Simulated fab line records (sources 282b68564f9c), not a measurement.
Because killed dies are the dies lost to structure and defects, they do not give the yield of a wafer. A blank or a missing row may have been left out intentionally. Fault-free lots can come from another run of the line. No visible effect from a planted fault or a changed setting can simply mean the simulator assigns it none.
A struck lot beside a sound one / flow rit-cmos / 10 steps out of a route of 202
Sound: the wafers L266.1, L266.4, L266.5. Wafers struck: L268.4, L268.5, L268.6. The cause is named last.
Per side, at each step with rows, come the tool, then ch with its chambers, and then its first start. Under that, the readings that differ: sound wafers / struck wafers / difference of the means / sigmas: that difference in standard deviations of wafers without a fault.
alike: same words and numbers on both sides, and readings whose means sit less than 2 such deviations apart. not compared: any withheld reading, any reading some wafer has no value for, any bound like >300 that may hide the same value, and any number with overlapping values for which the record gives no deviation.
Wherever a step has rows on one side only, a row that says differs or no value, or a row with sigmas, the two part there. Numbers that have no deviation but don't overlap get no sigmas and don't part them. Lack of a reading on every wafer of one side parts them only where that side has two or more wafers.

RIT_ACTIVE_BOW_MEAS_00:
  sound on film-metro-02, day 2 16:00; struck on film-metro-01, day 3 02:04
  alike: INCOMING_BOW
then, 1 step without rows for these wafers: RIT_ACTIVE_OXIDATION_01 (target thk 46.8 nm, ox time 3360 s).
RIT_ACTIVE_THK_MEAS_02:
  sound on film-metro-01, day 2 18:25; struck on film-metro-01, day 3 05:29
  alike: ACTIVE_OXIDE_THK
then, 1 step without rows for these wafers: RIT_ACTIVE_CVD_03 (deposits Si3N4 from SiH2Cl2/NH3, target thk 150 nm, time 1500 s).
RIT_ACTIVE_THK_MEAS_04:
  sound on film-metro-02, day 2 20:39; struck on film-metro-04, day 3 07:40
  alike: ACTIVE_NITRIDE_THK
then, 3 steps without rows for these wafers: RIT_ACTIVE_HMDS_05 (prime time 60 s); RIT_ACTIVE_COAT_06 (resist thk 995 nm); RIT_ACTIVE_SOFTBAKE_07 (time 60 s).
RIT_ACTIVE_EXPOSE_08: exposes mask M1, target cd 1400 nm.
  struck on iline-stepper-01, day 3 08:20; sound on iline-stepper-02 ch 0, day 2 21:10
  no value came back on the struck wafers for exposure-dose-mJ-cm2, focus-offset-nm (nm), na; on the sound wafers exposure-dose-mJ-cm2 reads 224.16 224.30 224.33
  alike: mask
then, 1 step without rows for these wafers: RIT_ACTIVE_PEB_09.

== WHERE THEY PART ==
Only at RIT_ACTIVE_EXPOSE_08, as far as this record shows.

WHY: what the simulator had put in
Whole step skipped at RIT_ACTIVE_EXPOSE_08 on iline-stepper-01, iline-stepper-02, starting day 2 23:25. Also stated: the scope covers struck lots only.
